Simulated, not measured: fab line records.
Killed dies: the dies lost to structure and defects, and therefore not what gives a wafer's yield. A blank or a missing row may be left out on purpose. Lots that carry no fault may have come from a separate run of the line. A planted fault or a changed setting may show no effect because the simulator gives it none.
Which tool is to blame?	flow berkeley cmos170	39 wafers from 13 lots sampled at 3 of the route's 331 steps

## WHAT EACH GAUGE READ, for each wafer
UCB170_V2_THK_MEAS_04.
lot	measured	on	V2_POLISHED_THK (nm)
L718	day 7 17:45	film metro-02	1001.4 1000.4 999.3
L719	day 8 02:29	film metro-03	1000.6 1001.2 1001.4
L720	day 8 04:18	film metro-03	1002.5 999.6 1002.8
L725	day 8 19:44	film metro-04	1002.7 1002.2 1000.5
L726	day 8 21:28	film metro-02	1000.5 1001.0 999.6
L721	day 8 22:37	film metro-03	1002.6 1002.7 999.7
L727	day 9 06:49	film metro-04	1004.9 1001.9 1000.6
L732	day 10 14:04	film metro-03	1002.2 1000.9 1003.5
L733	day 10 14:22	film metro-03	999.7 999.8 999.9
L734	day 10 14:43	film metro-04	1002.9 1002.6 999.9
L737	day 11 01:17	film metro-03	1000.7 1000.7 1001.3
L736	day 11 17:44	film metro-03	1001.2 1000.5 1000.4
L740	day 11 20:38	film metro-03	1002.7 999.7 1002.8

UCB170_M3_THK_MEAS_03: measures by xrf.
lot	measured	on	M3_AL_THK (nm)
L718	day 7 20:46	film metro-01	894 879 887
L719	day 8 04:33	film metro-02	886 900 885
L720	day 8 06:50	film metro-02	884 899 891
L725	day 8 22:16	film metro-02	901 903 898
L726	day 9 00:37	film metro-01	886 899 890
L721	day 9 00:44	film metro-03	904 901 887
L727	day 9 09:10	film metro-01	903 918 893
L732	day 10 16:09	film metro-02	902 882 914
L733	day 10 16:30	film metro-01	879 886 877
L734	day 10 16:45	film metro-03	897 899 893
L737	day 11 03:32	film metro-03	879 893 872
L736	day 11 19:52	film metro-02	902 894 901
L740	day 11 23:32	film metro-01	907 892 884

## TOOL THAT RAN EACH LOT (tool first, then ch and the chambers of the sampled wafers, then the start)
lot	UCB170_V2_CLEAN_05
L718	wet bench-03 ch 0, day 7 17:58
L719	wet bench-02 ch 0, day 8 02:32
L720	wet bench-03 ch 0, day 8 04:20
L725	wet bench-03 ch 0, day 8 19:48
L726	wet bench-02 ch 3, day 8 22:46
L721	wet bench-02 ch 2, day 8 22:46
L727	wet bench-02 ch 3, day 9 06:51
L732	wet bench-04 ch 1, day 10 14:07
L733	wet bench-03 ch 2, day 10 14:26
L734	wet bench-04 ch 2, day 10 14:46
L737	wet bench-03 ch 2, day 11 01:22
L736	wet bench-03 ch 1, day 11 17:47
L740	wet bench-03 ch 0, day 11 21:03
- UCB170_V2_CLEAN_05: cleans in DIW.

## AS READ BY THE TOOLS THEMSELVES (means over the sampled wafers that have a number; for cases with no such wafer, the mark the record gives instead)
The record holds no such reading with a usual standard deviation.

## THE ANSWER, worked out from the rows above alone
Rule: the usual values come from the lots themselves. Put in order of their means at a reading, lots are off if they are a third of the lots or fewer, leave a main group of 4 or more, and stand apart from it by a gap of 3 or more times the standard deviation of the main group's means; of several such gaps the widest counts. If all means in a main group match to the digits the tables above print for the reading, that group is not used. Also off: a lot with no number at a reading for which 4 or more lots have one. Where the step has rows for the other lots, those lots are counted as sound. After the gauges, taken in route order, come the tools' own readings; for these a lot's mean is taken, as printed above. The first step at which some lot is off is used, and at that step the reading that is off furthest; a lot without a number counts as furthest.
None of the lots is off at any reading shown; this tells nothing.

## WHAT THE SIMULATOR PUT IN
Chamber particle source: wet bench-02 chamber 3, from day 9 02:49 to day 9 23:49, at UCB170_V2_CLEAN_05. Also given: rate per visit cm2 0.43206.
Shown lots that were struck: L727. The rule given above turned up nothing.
